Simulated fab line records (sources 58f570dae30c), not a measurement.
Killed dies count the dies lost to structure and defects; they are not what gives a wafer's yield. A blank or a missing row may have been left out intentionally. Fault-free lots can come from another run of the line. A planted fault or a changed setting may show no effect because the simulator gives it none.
Lot-split experiment -- flow berkeleyCmos170 -- route with 331 steps; 5 lots, 27 wafers read

== ABOUT THE SPLIT ==
At UCB170_SPACER_CVD_00 (deposits SiO2 from TEOS/O2, target thk 376 nm, time 47 s), the setting timeS was moved away from the recipe's 47 s on 12 of the 27 wafers read, by -33.6% to +55.6%. The other wafers ran this setting at the recipe's value.

There is no step in the file separating the split from the reading.

== THE READING ==
At UCB170_SPACER_THK_MEAS_01: SPACER_TEOS_THK, given in nm. Fault-free wafers of this fab line usually give 377 nm, standard deviation 4.4 nm.

wafer,"tool, chamber at the split","timeS as run, s",against the recipe,"SPACER_TEOS_THK, nm",against lot-mates on the recipe
L074.1,"pecvd-04, 1",64.89,+38.1%,514,+138
L074.2,"pecvd-04, 2",47,recipe,372,-
L074.3,"pecvd-04, 0",64.89,+38.1%,522,+146
L074.4,"pecvd-04, 0",47,recipe,384,-
L074.5,"pecvd-04, 2",64.89,+38.1%,523,+147
L074.6,"pecvd-04, 1",47,recipe,372,-
L075.1,"pecvd-01, 2",47,recipe,376,-
L075.2,"pecvd-01, 1",47,recipe,382,-
L075.3,"pecvd-01, 0",47,recipe,374,-
L075.4,"pecvd-01, 2",73.14,+55.6%,594,+217
L075.5,"pecvd-01, 1",73.14,+55.6%,595,+218
L075.6,"pecvd-01, 0",73.14,+55.6%,587,+210
L077.1,"pecvd-03, 2",72.73,+54.7%,579,+202
L077.2,"pecvd-03, 1",47,recipe,374,-
L077.3,"pecvd-03, 0",72.73,+54.7%,580,+203
L077.4,"pecvd-03, 0",47,recipe,378,-
L077.5,"pecvd-03, 2",72.73,+54.7%,586,+209
L077.6,"pecvd-03, 1",47,recipe,379,-
L083.2,"pecvd-04, 0",47,recipe,374,-
L083.4,"pecvd-04, 0",47,recipe,382,-
L083.5,"pecvd-04, 1",47,recipe,376,-
L084.1,"pecvd-04, 0",47,recipe,379,-
L084.2,"pecvd-04, 2",31.2,-33.6%,250,-127
L084.3,"pecvd-04, 1",47,recipe,372,-
L084.4,"pecvd-04, 1",47,recipe,381,-
L084.5,"pecvd-04, 2",31.2,-33.6%,253,-124
L084.6,"pecvd-04, 0",31.2,-33.6%,254,-123

FIT RESULTS
A straight line over all 27 wafers: SPACER_TEOS_THK changes by +3.78 nm for each +1% of timeS; r = +1.00; the points scatter about the line by 4.3 nm.
The same after taking each lot's own level away (the mean of its wafers on the recipe; 27 wafers): +3.78 nm for each +1%; r = +1.00; scatter 4.1 nm.
The reading moves by 2.1e+02 nm for the largest change in timeS, on that fit.
Across the lots, their own levels run from 376.0 to 377.3 nm, a range of 0.3 times the standard deviation given above.
The two slopes agree, so the slope changes little with the lot-to-lot level.
Check: +210 nm against its lot-mates is what the line predicts for one of the wafers moved furthest among these (+55.6%) when that wafer is left out of the fit. It came out at +217 nm against them.

== OTHER SPLITS ON THESE WAFERS ==
Before the reading, these wafers also passed through other splits. Each is held against what the fit with the lots' levels taken away leaves over:
other split on the same wafers,wafers away from the commonest value,r with SPACER_TEOS_THK (lot level and that fit taken away)
UCB170_NWELL_ETCH_13 timeS,6,-0.09
UCB170_SACOX_OXIDATION_01 oxTimeS,21,-0.22

== THE WHOLE CHAIN: every reading that the file lists as answering this split, in the file's order ==
step,what it does,reading,change (the file's fit),r (the file's)
UCB170_SPACER_CVD_00,"deposits SiO2 from TEOS/O2, target thk 376 nm, time 47 s","SiO2_of_SPACER_CVD_00.thkNm (the simulator's own value, which no gauge read)",+3.79 nm for each +1% of the setting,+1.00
UCB170_SPACER_THK_MEAS_01,,SPACER_TEOS_THK,+3.79 for each +1% of the setting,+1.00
UCB170_SPACER_ETCHBACK_03,"etches SiO2 in CHF3/CF4/Ar, stops on Si, target depth 376 nm, time 100 s",oesProductAu,"not straight: 0.675 at the lowest setting, 0.898 at the recipe, 0.995 at the highest",not given
UCB170_SPACER_ETCHBACK_03,"etches SiO2 in CHF3/CF4/Ar, stops on Si, target depth 376 nm, time 100 s","etch.depthNm (the simulator's own value, which no gauge read)","not straight: 252.5 at the lowest setting, 376.9 at the recipe, 427.6 at the highest",not given
UCB170_M3_PROBE_99,,"etest.pmos_0p6.rOnOhmUm (the simulator's own value, which no gauge read)",+52.2 for each +1% of the setting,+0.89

== THE FILE'S OWN FIT ==
SPACER_TEOS_THK changes by +3.79 nm for each +1% of timeS, r = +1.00.
